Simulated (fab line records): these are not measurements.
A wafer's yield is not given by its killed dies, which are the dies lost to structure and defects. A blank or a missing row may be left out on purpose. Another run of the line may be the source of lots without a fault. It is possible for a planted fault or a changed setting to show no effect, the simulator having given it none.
Which tool is to blame? / flow berkeley-cmos170 / 21 wafers from 7 lots sampled at 3 of the route's 331 steps

== WHAT THE GAUGES SHOWED, per wafer ==
UCB170_M2_CD_MEAS_90 targets a cd of 700 nm.
lot=L711; measured=day 9 09:01; on=cd-sem-01; cd-nm (nm)=702.4 700.8 700.9
lot=L717; measured=day 10 04:51; on=cd-sem-01; cd-nm (nm)=697.8 698.8 696.7
lot=L719; measured=day 10 05:23; on=cd-sem-02; cd-nm (nm)=699.1 699.7 699.7
lot=L720; measured=day 11 00:35; on=cd-sem-01; cd-nm (nm)=667.8 666.4 665.2 667.7 666.0 664.9
lot=L726; measured=day 11 23:58; on=cd-sem-01; cd-nm (nm)=698.6 696.2 698.1
lot=L728; measured=day 12 14:02; on=cd-sem-01; cd-nm (nm)=697.5 696.5 695.5
lot=L732; measured=day 12 21:37; on=cd-sem-02; cd-nm (nm)=697.9 698.5 698.4

== WHICH TOOL RAN EACH LOT (tool, then ch and the chambers of the sampled wafers, then the start) ==
lot=L711; UCB170_M2_METAL_ETCH_18=rie-metal-02 ch 0,1, day 9 08:44; UCB170_M2_STRIP_19=plasma-asher-02 ch 0,1, day 9 08:55
lot=L717; UCB170_M2_METAL_ETCH_18=rie-metal-01 ch 0,1, day 10 04:32; UCB170_M2_STRIP_19=plasma-asher-02 ch 0,1, day 10 04:44
lot=L719; UCB170_M2_METAL_ETCH_18=rie-metal-01 ch 0,1, day 10 05:07; UCB170_M2_STRIP_19=plasma-asher-02 ch 0,1, day 10 05:17
lot=L720; UCB170_M2_METAL_ETCH_18=rie-metal-02 ch 0,1, day 11 00:17; UCB170_M2_STRIP_19=plasma-asher-02 ch 0,1, day 11 00:28
lot=L726; UCB170_M2_METAL_ETCH_18=rie-metal-01 ch 0,1, day 11 23:41; UCB170_M2_STRIP_19=plasma-asher-02 ch 0,1, day 11 23:52
lot=L728; UCB170_M2_METAL_ETCH_18=rie-metal-04 ch 0,1, day 12 13:45; UCB170_M2_STRIP_19=plasma-asher-04 ch 0,1, day 12 13:55
lot=L732; UCB170_M2_METAL_ETCH_18=rie-metal-01 ch 0,1, day 12 21:19; UCB170_M2_STRIP_19=plasma-asher-02 ch 0,1, day 12 21:30
- UCB170_M2_METAL_ETCH_18: etches Al in Cl2/BCl3, stops on SiO2, target depth 1170 nm, time 195 s.
- UCB170_M2_STRIP_19: strips in O2.

== THE ANSWER, worked out from the rows above alone ==
Rule: the usual values come from the lots themselves. The widest of any qualifying gaps counts: lots, ordered by their means at a reading, are off when they make up no more than a third of the lots, leave a main group of 4 or more, and stand apart from it by 3 or more times the standard deviation of that group's means. The tables above print the reading to a certain number of digits; a main group whose means all agree to those digits is not used. A lot without any number at a reading at which 4 lots or more have one is off too. All remaining lots with rows at the step are treated as sound.
Off: L720, at UCB170_M2_CD_MEAS_90 (cd-nm). The main group: mean 698.5 nm, standard deviation 1.6.
A tool fits if, at a process step before that reading, it ran every lot that is off, and no sound lot after the first of them. Those tools and the gauges at UCB170_M2_CD_MEAS_90 are tried in the same way. One fits: rie-metal-02 at UCB170_M2_METAL_ETCH_18. A fault onset in the window from L711 (day 9 08:44, its last sound lot) to L720 (day 11 00:17, its first lot off) fits.

== WHAT THE SIMULATOR PUT IN ==
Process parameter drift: rie-metal-02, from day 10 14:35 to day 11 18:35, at UCB170_M2_METAL_ETCH_18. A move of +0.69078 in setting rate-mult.
Lots struck among those shown: L720. This agrees with what the rule above found.
